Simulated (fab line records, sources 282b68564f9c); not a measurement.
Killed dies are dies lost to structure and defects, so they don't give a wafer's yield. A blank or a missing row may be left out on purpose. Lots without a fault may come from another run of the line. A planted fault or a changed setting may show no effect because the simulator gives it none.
A struck lot beside a sound one | flow rit_cmos | 19 steps out of a route of 202
Sound: wafers L433.2, L433.3, L433.4. Struck: wafers L436.1, L436.5, L436.6. The cause comes at the end.
At each step with rows: each side's tool, then ch and its chambers, then its first start. Under that, the readings that differ: sound wafers | struck wafers | difference of the means | sigmas: that difference in standard deviations of wafers without a fault.
alike: readings whose means differ by less than 2 such deviations, and words and numbers that are the same on both sides. not compared: withheld readings, readings that some wafer has no value for, bounds like >300 that may hide the same value, and numbers for which the record gives no deviation and whose values overlap.
The two part at a step that has a row with sigmas, a row that says differs or no value, or rows on one side only. Numbers that don't overlap but have no deviation are shown without sigmas and don't part them. A reading that every wafer of one side lacks parts them only if that side has two wafers or more.

first, 1 step without rows for these wafers: RIT_SILICIDE_WET_ETCH_00 (etches SiO2 in BOE, target depth 14 nm, time 15 s).
RIT_SILICIDE_SPUTTER_01: material Ti, target thk 30 nm, time 240 s.
  sound on pvd_sputter-04, day 3 07:40; struck on pvd_sputter-03, day 4 01:06
  alike: throttle_valve_pct
RIT_SILICIDE_RS_MEAS_02: measures by four-point-probe.
  sound on film_metro-03, day 3 07:50; struck on film_metro-02, day 4 01:15
  reading                 | sound          | struck         | difference | sigmas
  SILICIDE_TI_RS (ohm/sq) | 49.0 48.6 48.2 | 47.5 47.0 47.1 | -1.4       | -2
RIT_SILICIDE_THK_MEAS_03: measures by xrf.
  sound on film_metro-03, day 3 07:57; struck on film_metro-02, day 4 01:22
  reading              | sound          | struck         | difference | sigmas
  SILICIDE_TI_THK (nm) | 29.4 29.5 29.8 | 30.1 30.4 30.4 | +0.7       | +2
RIT_SILICIDE_RTA_04: time 10 s, ramp up 5 s, ramp down 5 s.
  sound on rtp_anneal-01 ch 0, day 3 08:01; struck on rtp_anneal-02 ch 0, day 4 01:26
  alike: wafer_temp_C_max
then, 1 step without rows for these wafers: RIT_SILICIDE_WET_ETCH_05 (etches Ti in SPM, time 120 s).
RIT_SILICIDE_RTA_06: time 10 s, ramp up 5 s, ramp down 10 s.
  sound on rtp_anneal-02 ch 0, day 3 08:07; struck on rtp_anneal-01 ch 0, day 4 01:32
  alike: wafer_temp_C_max
RIT_CONTACT_CVD_00: deposits SiO2 from TEOS, target thk 400 nm, time 63.55 s.
  sound on pecvd-03 ch 0,1, day 3 08:11; struck on pecvd-03 ch 1,2, day 4 01:36
  alike: heater_power_w
RIT_CONTACT_THK_MEAS_01:
  sound on film_metro-02, day 3 08:14; struck on film_metro-03, day 4 01:39
  alike: CONTACT_TEOS_THK
then, 3 steps without rows for these wafers: RIT_CONTACT_HMDS_02 (prime time 60 s); RIT_CONTACT_COAT_03 (resist thk 1000 nm); RIT_CONTACT_SOFTBAKE_04 (time 60 s).
RIT_CONTACT_EXPOSE_05: exposes mask M11, target cd 1000 nm.
  sound on iline_stepper-02 ch 0, day 3 08:46; struck on iline_stepper-02 ch 0, day 4 02:10
  reading                         | sound                   | struck            | difference | sigmas
  model.CONTACT.overlay_x_nm (nm) | -0.9594 -0.9594 -0.9594 | 166.5 166.5 166.5 | +167.5     |
  alike: mask, reticle_temp_C
then, 2 steps without rows for these wafers: RIT_CONTACT_PEB_06; RIT_CONTACT_DEVELOP_07 (develop time 120 s).
RIT_CONTACT_CD_MEAS_08: target cd 1000 nm.
  sound on cd_sem-01, day 3 09:16; struck on cd_sem-02, day 4 02:41
  alike: cd_nm
RIT_CONTACT_OVL_MEAS_09:
  sound on overlay-01, day 3 09:23; struck on overlay-02, day 4 02:48
  reading          | sound          | struck            | difference | sigmas
  CONTACT_OVL (nm) | -2.9 -0.8 -1.2 | 168.1 166.8 168.5 | +169.4     | +99 or more
then, 1 step without rows for these wafers: RIT_CONTACT_HARDBAKE_10 (time 60 s).
RIT_M1_PROBE_99:
  sound on prober-01, day 3 14:35; struck on prober-02, day 4 07:51
  reading                                    | sound             | struck            | difference | sigmas
  model.etest.contact_to_gate.bv_left_v (V)  | 88.11 88.56 89.35 | 173.1 173.5 173.8 | +84.8      |
  model.etest.contact_to_gate.bv_right_v (V) | 92.12 90.99 90.63 | 5.062 4.69 4.874  | -86.371    |
  alike: killed_at_contacts, killed_at_front_end, killed_dies, killed_on_rim, killed_open, killed_short

WHERE THEY PART
First at RIT_SILICIDE_RS_MEAS_02; last, within this record, at RIT_CONTACT_OVL_MEAS_09. Later steps at which nothing parts them and some readings are alike: RIT_M1_PROBE_99.

WHY: what the simulator had put in
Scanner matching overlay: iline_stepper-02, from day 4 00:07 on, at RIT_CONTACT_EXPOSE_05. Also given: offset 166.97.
